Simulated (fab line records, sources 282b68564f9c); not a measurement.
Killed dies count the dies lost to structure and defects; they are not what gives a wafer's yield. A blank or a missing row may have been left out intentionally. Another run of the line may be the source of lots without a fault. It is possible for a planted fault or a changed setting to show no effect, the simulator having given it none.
Struck lot and sound lot, side by side    flow ritCmos    14 steps out of a route of 202
Sound: the wafers L305.1, L305.4, L305.6. The struck wafers were L315.1, L315.3, L315.6. The cause comes at the end.
At each step with rows: each side's tool, then ch and its chambers, then its first start. Under that, the readings that differ: sound wafers    struck wafers    difference of the means    sigmas: that difference in standard deviations of wafers without a fault.
alike: same words and numbers on both sides, and readings whose means sit less than 2 such deviations apart. not compared: any withheld reading, any reading some wafer has no value for, any bound like >300 that may hide the same value, and any number with overlapping values for which the record gives no deviation.
The two part at a step that has a row with sigmas, a row that says differs or no value, or rows on one side only. Numbers that have no deviation but don't overlap get no sigmas and don't part them. Lack of a reading on every wafer of one side parts them only where that side has two or more wafers.

first, 2 steps without rows for these wafers: RIT_NLDD_PEB_04; RIT_NLDD_DEVELOP_05 (develop time 50 s).
RIT_NLDD_OVL_MEAS_06:
  sound on overlay-01, day 3 20:07; struck on overlay-01, day 5 17:16
  alike: NLDD_OVL
then, 2 steps without rows for these wafers: RIT_NLDD_HARDBAKE_07 (time 60 s); RIT_NLDD_IMPLANT_08.
RIT_NLDD_STRIP_09: strips in O2, time 180 s.
  sound on plasmaAsher-02 ch 1, day 3 20:27; struck on plasmaAsher-03 ch 0, day 5 17:37
reading                   sound        struck       difference  sigmas
drypumpMotorCurrentA (A)  5.2 5.3 5.2  6.4 6.4 6.4  +1.2        +3
  not compared: rfHoursCounterH
RIT_NLDD_TW_MEAS_10:
  sound on filmMetro-02, day 3 20:38; struck on filmMetro-01, day 5 17:47
  alike: NLDD_TW
then, 5 steps without rows for these wafers: RIT_PLDD_HMDS_00 (prime time 60 s); RIT_PLDD_COAT_01 (resist thk 1000 nm); RIT_PLDD_SOFTBAKE_02 (time 60 s); RIT_PLDD_EXPOSE_03 (exposes mask M8, target cd 40900 nm); RIT_PLDD_PEB_04.
RIT_PLDD_DEVELOP_05: develop time 50 s.
  sound on lithoTrack-03 ch 0, day 3 21:00; struck on lithoTrack-03, day 5 18:00
  no value came back on the struck wafers for chillPlateTempC (C), developTimeS (s); on the sound wafers chillPlateTempC (C) reads 23.12 23.04 23.08
RIT_PLDD_OVL_MEAS_06:
  sound on overlay-01, day 3 21:40; struck on overlay-02, day 5 18:41
reading        sound           struck  difference                     sigmas
PLDD_OVL (nm)  -0.2 -1.0 -3.2  - - -   no value on the struck wafers  

## WHERE THEY PART
Last at RIT_PLDD_OVL_MEAS_06 as far as this record goes, first at RIT_NLDD_STRIP_09.

WHY: the cause the simulator had injected
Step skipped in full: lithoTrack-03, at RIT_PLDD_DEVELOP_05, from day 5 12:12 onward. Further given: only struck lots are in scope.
